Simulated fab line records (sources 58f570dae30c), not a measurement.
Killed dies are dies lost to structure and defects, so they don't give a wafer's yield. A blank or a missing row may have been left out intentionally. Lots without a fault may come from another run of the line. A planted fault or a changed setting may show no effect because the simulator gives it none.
fab line records -- flow berkeley-cmos170
[record] lots = 7, wafers = 21, last-day = 11
route steps=331 shown PSD@179 NSD@187
lots untouched by any fault: they come from a run of this same line in which no faults occurred
start-h: the number of hours between the record's first day and the start of the first shown wafer of the lot -- wait-h: time in hours since the lot's previous step -- " unchanged from the row above -- L1.1+2: a single row standing in for several wafers -- - value missing, or start not given -- * or withheld: withheld -- < > ~ a bound
route shown NAME@n: NAME is a module with steps in the file, n the number in the route of the first one -- usual: average and standard deviation across the fault-free wafers -- same: alike in all rows -- chamber/n: place in a boat -- sites: the reading at each site -- _std_site: the standard deviation of these -- _edge_site: the outer-site mean with the inner-site mean subtracted -- radius-mm: for every site, how far away it sits from the centre of the wafer -- mask NAME#n: copy n -- behind: the tool/chamber that last shaped the wafer -- hold: reason for holding the lot/hours on hold/outcome of the hold -- device: whichever transistor did not switch (one of n, p or np) -- end of line: the route-end tests of the same wafers -- where a step has no rows: the recipe by itself -- killed: not the wafer's yield, but the dies lost to structure and defects at the first sort -- map: dies across one wafer; x = killed, . = not, _ = none there
set.NAME: setting as actually run; set.NAME@STEP: the setting as run at that earlier step -- model.NAME: the simulator's own value behind a step, which no gauge read
lots seen at some steps along the route; tables by step, rows by wafer
services: the hour from which a tool's chamber was out of use, counted from the record's first day as start-h (under 0 if before that day), plus the number of hours and why
[[steps]]
[step UCB170_PSD_PEB_04]
[recipe] peb-temp-c = 130, peb-time-s = withheld, resist = KrF
[step UCB170_PSD_DEVELOP_05]
[recipe] developer = TMAH, develop-time-s = 45, resist = KrF, dev-temp-c = 21
[step UCB170_PSD_CD_MEAS_06]
[recipe] target-cd-nm = 1200
[usual] cd-nm = 1199.7/1.4
lot.wafer,tool,chamber,start-h,wait-h,cd-nm
L390.2,cd-sem-01,-,161.82,-,1198.6
L390.4,cd-sem-01,-,161.82,-,1199.4
L390.5,cd-sem-01,-,161.82,-,1199.9
L392.1,cd-sem-01,-,173.44,-,1201.4
L392.3,cd-sem-01,-,173.44,-,1201.5
L392.4,cd-sem-01,-,173.44,-,1200.7
L401.1,cd-sem-02,-,217.64,-,1197.2
L401.2,cd-sem-02,-,217.64,-,1198.8
L401.3,cd-sem-02,-,217.64,-,1197.2
L403.1,cd-sem-02,-,234.18,-,1199.5
L403.2,cd-sem-02,-,234.18,-,1198.9
L403.6,cd-sem-02,-,234.18,-,1197.8
L402.4,cd-sem-02,-,234.39,-,1198.3
L402.5,cd-sem-02,-,234.39,-,1198.8
L402.6,cd-sem-02,-,234.39,-,1199.2
L400.1,cd-sem-01,-,234.46,-,1198.2
L400.4,cd-sem-01,-,234.46,-,1200.4
L400.6,cd-sem-01,-,234.46,-,1198.7
L404.1,cd-sem-01,-,238.27,-,1203.0
L404.3,cd-sem-01,-,238.27,-,1200.6
L404.6,cd-sem-01,-,238.27,-,1202.8
[step UCB170_PSD_OVL_MEAS_07]
[usual] PSD_OVL = 0/5.7
lot.wafer,tool,chamber,start-h,wait-h,PSD_OVL[nm]
L390.2,overlay-01,-,161.93,0.1,2
L390.4,overlay-01,-,161.93,0.1,0
L390.5,overlay-01,-,161.93,0.1,9
L392.1,overlay-01,-,173.56,0.1,-12
L392.3,overlay-01,-,173.56,0.1,-13
L392.4,overlay-01,-,173.56,0.1,-13
L401.1,overlay-01,-,217.76,0.1,-1
L401.2,overlay-01,-,217.76,0.1,-1
L401.3,overlay-01,-,217.76,0.1,0
L403.1,overlay-02,-,234.30,0.1,3
L403.2,overlay-02,-,234.30,0.1,6
L403.6,overlay-02,-,234.30,0.1,0
L402.4,overlay-02,-,234.47,0.1,-2
L402.5,overlay-02,-,234.47,0.1,-1
L402.6,overlay-02,-,234.47,0.1,-3
L400.1,overlay-02,-,234.58,0.1,5
L400.4,overlay-02,-,234.58,0.1,7
L400.6,overlay-02,-,234.58,0.1,12
L404.1,overlay-01,-,238.39,0.1,-2
L404.3,overlay-01,-,238.39,0.1,7
L404.6,overlay-01,-,238.39,0.1,7
[step UCB170_PSD_IMPLANT_08]
[recipe] species = B, dose-cm2 = 3e+15, energy-kev = 20, tilt-deg = 7
[step UCB170_PSD_STRIP_09]
[recipe] chemistry = O2, power-w = 400, pressure-mtorr = 3500, platen-temp-c = withheld, o2-flow-sccm = 400, overash-fraction = 0.5
[usual] drypump-motor-current-A = 5.8/0.31, oes-product-au = 0.600/0.0044, strip-time-to-endpoint-s = 29.38/0.073
lot.wafer,tool,chamber,start-h,wait-h,drypump-motor-current-A,oes-product-au,rf-hours-counter-h,strip-time-to-endpoint-s
L390.2,plasma-asher-03,1,162.11,0.1,6.2,0.597,47,29.44
L390.4,plasma-asher-03,0,162.11,0.1,6.2,0.603,-,29.31
L390.5,plasma-asher-03,0,162.11,0.1,6.2,0.594,-,29.38
L392.1,plasma-asher-02,1,173.75,0.1,5.5,0.595,48,29.41
L392.3,plasma-asher-02,0,173.75,0.1,5.7,0.605,-,29.27
L392.4,plasma-asher-02,1,173.75,0.1,5.5,0.599,-,29.35
L401.1,plasma-asher-01,1,217.94,0.1,5.5,0.600,42,29.30
L401.2,plasma-asher-01,0,217.94,0.1,5.8,0.607,42,29.37
L401.3,plasma-asher-01,1,217.94,0.1,5.5,0.608,-,29.37
L403.1,plasma-asher-03,0,234.49,0.1,6.2,0.596,56,29.31
L403.2,plasma-asher-03,1,234.49,0.1,6.2,0.605,56,29.30
L403.6,plasma-asher-03,0,234.49,0.1,6.2,0.591,-,29.27
L402.4,plasma-asher-01,0,234.67,0.1,5.9,0.597,-,29.40
L402.5,plasma-asher-01,1,234.67,0.1,5.5,0.601,-,29.40
L402.6,plasma-asher-01,0,234.67,0.1,5.8,0.602,-,29.37
L400.1,plasma-asher-02,0,234.76,0.1,5.7,0.597,54,29.45
L400.4,plasma-asher-02,1,234.76,0.1,5.5,0.604,-,29.47
L400.6,plasma-asher-02,0,234.76,0.1,5.7,0.596,-,29.49
L404.1,plasma-asher-01,1,238.57,0.1,5.5,0.597,44,29.24
L404.3,plasma-asher-01,0,238.57,0.1,5.8,0.598,-,29.29
L404.6,plasma-asher-01,1,238.57,0.1,5.5,0.601,-,29.27
[step UCB170_PSD_TW_MEAS_10]
[usual] PSD_TW = 2352/21
lot.wafer,tool,chamber,start-h,wait-h,PSD_TW
L390.2,film-metro-01,-,162.22,0.1,2368
L390.4,film-metro-01,-,162.22,0.1,2360
L390.5,film-metro-01,-,162.22,0.1,2344
L392.1,film-metro-02,-,173.85,0.1,2332
L392.3,film-metro-02,-,173.85,0.1,2320
L392.4,film-metro-02,-,173.85,0.1,2332
L401.1,film-metro-03,-,218.04,0.1,2393
L401.2,film-metro-03,-,218.04,0.1,2369
L401.3,film-metro-03,-,218.04,0.1,2370
L403.1,film-metro-01,-,234.59,0.1,2345
L403.2,film-metro-01,-,234.59,0.1,2341
L403.6,film-metro-01,-,234.59,0.1,2350
L402.4,film-metro-02,-,234.76,0.1,2317
L402.5,film-metro-02,-,234.76,0.1,2313
L402.6,film-metro-02,-,234.76,0.1,2314
L400.1,film-metro-03,-,234.86,0.1,2392
L400.4,film-metro-03,-,234.86,0.1,2382
L400.6,film-metro-03,-,234.86,0.1,2378
L404.1,film-metro-01,-,238.67,0.1,2345
L404.3,film-metro-01,-,238.67,0.1,2355
L404.6,film-metro-01,-,238.67,0.1,2350
[step UCB170_PSD_CLEAN_11]
[recipe] chemistry = SPM, temp-c = 120, time-s = 600
[step UCB170_NSD_HMDS_00]
[recipe] prime-time-s = 60, prime-temp-c = 100
[step UCB170_NSD_COAT_01]
[recipe] resist = KrF, spin-rpm = 1500, resist-thk-nm = 900
[step UCB170_NSD_SOFTBAKE_02]
[recipe] resist = KrF, temp-c = 130, time-s = 60
[step UCB170_NSD_EXPOSE_03]
[recipe] mask-id = NSELECT_MOD, na = 0.5, sigma-outer = 0.6, source-shape = conventional, target-cd-nm = 1200, dose-mj = 30
[step UCB170_NSD_PEB_04]
[recipe] peb-temp-c = 130, peb-time-s = withheld, resist = KrF
[usual] chill-plate-temp-C = 23.00/0.1, exhaust-pa = 45.0/0.85, resist-line-temp-C = 22.98/0.1
lot.wafer,tool,chamber,start-h,wait-h,chill-plate-temp-C,exhaust-pa,resist-line-temp-C
L390.2,litho-track-03,0,164.08,0.4,22.84,43.6,22.89
L390.4,litho-track-03,0,164.08,0.4,22.90,44.3,22.87
L390.5,litho-track-03,0,164.08,0.4,22.96,44.7,22.93
L392.1,litho-track-03,0,175.60,0.5,22.92,44.7,23.12
L392.3,litho-track-03,0,175.60,0.5,23.06,44.6,23.06
L392.4,litho-track-03,0,175.60,0.5,23.11,44.7,23.02
L401.1,litho-track-03,-,219.27,0.3,-,-,-
L401.2,litho-track-03,-,219.27,0.3,-,-,-
L401.3,litho-track-03,-,219.27,0.3,-,-,-
L403.1,litho-track-04,0,236.48,0.3,22.96,44.8,23.02
L403.2,litho-track-04,0,236.48,0.3,23.08,45.6,23.07
L403.6,litho-track-04,0,236.48,0.3,22.76,44.5,23.17
L402.4,litho-track-03,-,236.55,0.2,-,-,-
L402.5,litho-track-03,-,236.55,0.2,-,-,-
L402.6,litho-track-03,-,236.55,0.2,-,-,-
L400.1,litho-track-03,-,236.75,0.1,-,-,-
L400.4,litho-track-03,-,236.75,0.1,-,-,-
L400.6,litho-track-03,-,236.75,0.1,-,-,-
L404.1,litho-track-04,0,240.00,0.3,23.04,45.9,23.02
L404.3,litho-track-04,0,240.00,0.3,23.01,45.4,22.90
L404.6,litho-track-04,0,240.00,0.3,22.95,45.1,22.99
[step UCB170_NSD_DEVELOP_05]
[recipe] developer = TMAH, develop-time-s = 45, resist = KrF, dev-temp-c = 21
[[services]]
tool,chamber,start-h,hours,kind
plasma-asher-01,-,211.22,0.7,repair
plasma-asher-02,-,215.74,5.9,repair
plasma-asher-03,-,225.04,2.9,repair
[[key]]
[first-sign] step = UCB170_NSD_PEB_04, reading = tool-record, direction = missing
effect none on later readings
met-at UCB170_NSD_PEB_04
struck-wafers L400.1,L400.4,L400.6,L401.1,L401.2,L401.3,L402.4,L402.5,L402.6
sort-left-out L400.1,L400.4,L400.6,L401.1,L401.2,L401.3,L402.4,L402.5,L402.6
tester-left-out L400,L401,L402
onset-between 175.60 219.27
[fault] kind = skipped-step-whole, tool = litho-track-03, chamber = -, onset-h = 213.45, steps = UCB170_NSD_PEB_04, scope = struck-lots-only
// tester-left-out: of these lots the tester's yield and bins aren't shown, on N5 and GAA mostly nor the transistor test; their killed dies are dies lost to structure and defects alone, not to doping, threshold or leakage, so they don't give the yield
// sort-left-out: the simulated sort isn't trusted on such a fault, so these wafers' sort isn't shown, and their yield isn't known
